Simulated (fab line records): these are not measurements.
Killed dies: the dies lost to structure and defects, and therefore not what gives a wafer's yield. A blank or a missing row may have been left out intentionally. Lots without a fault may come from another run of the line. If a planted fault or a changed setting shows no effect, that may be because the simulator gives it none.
Split-lot experiment / flow berkeley-cmos170 / 27 wafers read across 5 lots, on a route 331 steps long

## ON THE SPLIT
At UCB170_NWELL_ETCH_13 (etches Si3N4 in CH3F/Ar/O2, stops on SiO2, target depth 246.4 nm, time 154 s), the setting target-depth-a was moved away from the recipe's 2464 angstrom on 12 of the 27 wafers read, by -22.3% to +54.5%. This setting was run at the recipe's value on the other wafers.

The reading comes from the split's own step.

## THE READING
oes-product-au, in a.u., at UCB170_NWELL_ETCH_13 (etches Si3N4 in CH3F/Ar/O2, stops on SiO2, target depth 246.4 nm, time 154 s). Typical for fault-free wafers on this fab line: 0.938 a.u., with standard deviation 0.016 a.u.

wafer=L075.1; tool, chamber at the split=rie-diel-04, 0; target-depth-a as run, angstrom=2464; against the recipe=recipe; oes-product-au, a.u.=0.920; against lot-mates on the recipe=-
wafer=L075.2; tool, chamber at the split=rie-diel-04, 1; target-depth-a as run, angstrom=2464; against the recipe=recipe; oes-product-au, a.u.=0.921; against lot-mates on the recipe=-
wafer=L075.3; tool, chamber at the split=rie-diel-04, 2; target-depth-a as run, angstrom=3530; against the recipe=+43.3%; oes-product-au, a.u.=0.751; against lot-mates on the recipe=-0.171
wafer=L075.4; tool, chamber at the split=rie-diel-04, 3; target-depth-a as run, angstrom=3530; against the recipe=+43.3%; oes-product-au, a.u.=0.790; against lot-mates on the recipe=-0.132
wafer=L075.5; tool, chamber at the split=rie-diel-04, 3; target-depth-a as run, angstrom=3530; against the recipe=+43.3%; oes-product-au, a.u.=0.785; against lot-mates on the recipe=-0.137
wafer=L075.6; tool, chamber at the split=rie-diel-04, 0; target-depth-a as run, angstrom=2464; against the recipe=recipe; oes-product-au, a.u.=0.925; against lot-mates on the recipe=-
wafer=L078.1; tool, chamber at the split=rie-diel-01, 3; target-depth-a as run, angstrom=2464; against the recipe=recipe; oes-product-au, a.u.=0.940; against lot-mates on the recipe=-
wafer=L078.2; tool, chamber at the split=rie-diel-01, 2; target-depth-a as run, angstrom=1915; against the recipe=-22.3%; oes-product-au, a.u.=0.980; against lot-mates on the recipe=+0.038
wafer=L078.3; tool, chamber at the split=rie-diel-01, 1; target-depth-a as run, angstrom=1915; against the recipe=-22.3%; oes-product-au, a.u.=1.028; against lot-mates on the recipe=+0.086
wafer=L078.4; tool, chamber at the split=rie-diel-01, 0; target-depth-a as run, angstrom=1915; against the recipe=-22.3%; oes-product-au, a.u.=0.992; against lot-mates on the recipe=+0.050
wafer=L078.5; tool, chamber at the split=rie-diel-01, 2; target-depth-a as run, angstrom=2464; against the recipe=recipe; oes-product-au, a.u.=0.943; against lot-mates on the recipe=-
wafer=L078.6; tool, chamber at the split=rie-diel-01, 3; target-depth-a as run, angstrom=2464; against the recipe=recipe; oes-product-au, a.u.=0.943; against lot-mates on the recipe=-
wafer=L080.1; tool, chamber at the split=rie-diel-02, 0; target-depth-a as run, angstrom=3806; against the recipe=+54.5%; oes-product-au, a.u.=0.723; against lot-mates on the recipe=-0.222
wafer=L080.2; tool, chamber at the split=rie-diel-02, 3; target-depth-a as run, angstrom=2464; against the recipe=recipe; oes-product-au, a.u.=0.947; against lot-mates on the recipe=-
wafer=L080.3; tool, chamber at the split=rie-diel-02, 2; target-depth-a as run, angstrom=2464; against the recipe=recipe; oes-product-au, a.u.=0.942; against lot-mates on the recipe=-
wafer=L080.4; tool, chamber at the split=rie-diel-02, 1; target-depth-a as run, angstrom=3806; against the recipe=+54.5%; oes-product-au, a.u.=0.737; against lot-mates on the recipe=-0.208
wafer=L080.5; tool, chamber at the split=rie-diel-02, 1; target-depth-a as run, angstrom=3806; against the recipe=+54.5%; oes-product-au, a.u.=0.739; against lot-mates on the recipe=-0.206
wafer=L080.6; tool, chamber at the split=rie-diel-02, 2; target-depth-a as run, angstrom=2464; against the recipe=recipe; oes-product-au, a.u.=0.947; against lot-mates on the recipe=-
wafer=L083.1; tool, chamber at the split=rie-diel-02, 0; target-depth-a as run, angstrom=2464; against the recipe=recipe; oes-product-au, a.u.=0.898; against lot-mates on the recipe=-
wafer=L083.2; tool, chamber at the split=rie-diel-02, 1; target-depth-a as run, angstrom=2464; against the recipe=recipe; oes-product-au, a.u.=0.922; against lot-mates on the recipe=-
wafer=L083.4; tool, chamber at the split=rie-diel-02, 2; target-depth-a as run, angstrom=2464; against the recipe=recipe; oes-product-au, a.u.=0.939; against lot-mates on the recipe=-
wafer=L084.1; tool, chamber at the split=rie-diel-01, 3; target-depth-a as run, angstrom=3214; against the recipe=+30.4%; oes-product-au, a.u.=0.820; against lot-mates on the recipe=-0.127
wafer=L084.2; tool, chamber at the split=rie-diel-01, 1; target-depth-a as run, angstrom=2464; against the recipe=recipe; oes-product-au, a.u.=0.960; against lot-mates on the recipe=-
wafer=L084.3; tool, chamber at the split=rie-diel-01, 2; target-depth-a as run, angstrom=3214; against the recipe=+30.4%; oes-product-au, a.u.=0.815; against lot-mates on the recipe=-0.132
wafer=L084.4; tool, chamber at the split=rie-diel-01, 0; target-depth-a as run, angstrom=2464; against the recipe=recipe; oes-product-au, a.u.=0.945; against lot-mates on the recipe=-
wafer=L084.5; tool, chamber at the split=rie-diel-01, 1; target-depth-a as run, angstrom=3214; against the recipe=+30.4%; oes-product-au, a.u.=0.825; against lot-mates on the recipe=-0.122
wafer=L084.6; tool, chamber at the split=rie-diel-01, 2; target-depth-a as run, angstrom=2464; against the recipe=recipe; oes-product-au, a.u.=0.935; against lot-mates on the recipe=-

FIT RESULTS
A straight line over all 27 wafers: oes-product-au changes by -0.00359 a.u. for each +1% of target-depth-a; r = -0.98; the points scatter about the line by 0.016 a.u.
The same after taking each lot's own level away (the mean of its wafers on the recipe; 27 wafers): -0.00359 a.u. for each +1%; r = -0.98; scatter 0.016 a.u.
The reading moves by 0.2 a.u. for the largest change in target-depth-a, on that fit.
From 0.9197 to 0.9467 a.u.: that is the span of the lots' own levels, equal to 1.7 times the standard deviation above.
So the lot-to-lot level changes the slope little: the two slopes agree.
Check: -0.197 a.u. against its lot-mates is what the line predicts for one of the wafers moved furthest among these (+54.5%) when that wafer is left out of the fit. It came out at -0.222 a.u. against them.
Tool readings at the split's step, against how far the setting was moved: oes-product-au r = -0.98.

## THE WHOLE CHAIN: every reading that the file lists as answering this split, in the file's order
step=UCB170_NWELL_ETCH_13; what it does=etches Si3N4 in CH3F/Ar/O2, stops on SiO2, target depth 246.4 nm, time 154 s; reading=oes-product-au; change (the file's fit)=-0.00368 a.u. for each +1% of the setting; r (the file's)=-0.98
step=UCB170_NWELL_ETCH_13; what it does=etches Si3N4 in CH3F/Ar/O2, stops on SiO2, target depth 246.4 nm, time 154 s; reading=KrF_of_NWELL_COAT_07.thk-nm (the simulator's own value, which no gauge read); change (the file's fit)=-1.72 nm for each +1% of the setting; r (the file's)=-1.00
step=UCB170_NWELL_STRIP_15; what it does=strips in O2; reading=strip-time-to-endpoint-s; change (the file's fit)=withheld for each +1% of the setting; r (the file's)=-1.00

## THE FILE'S OWN FIT
oes-product-au changes by -0.00368 a.u. for each +1% of target-depth-a, r = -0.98.
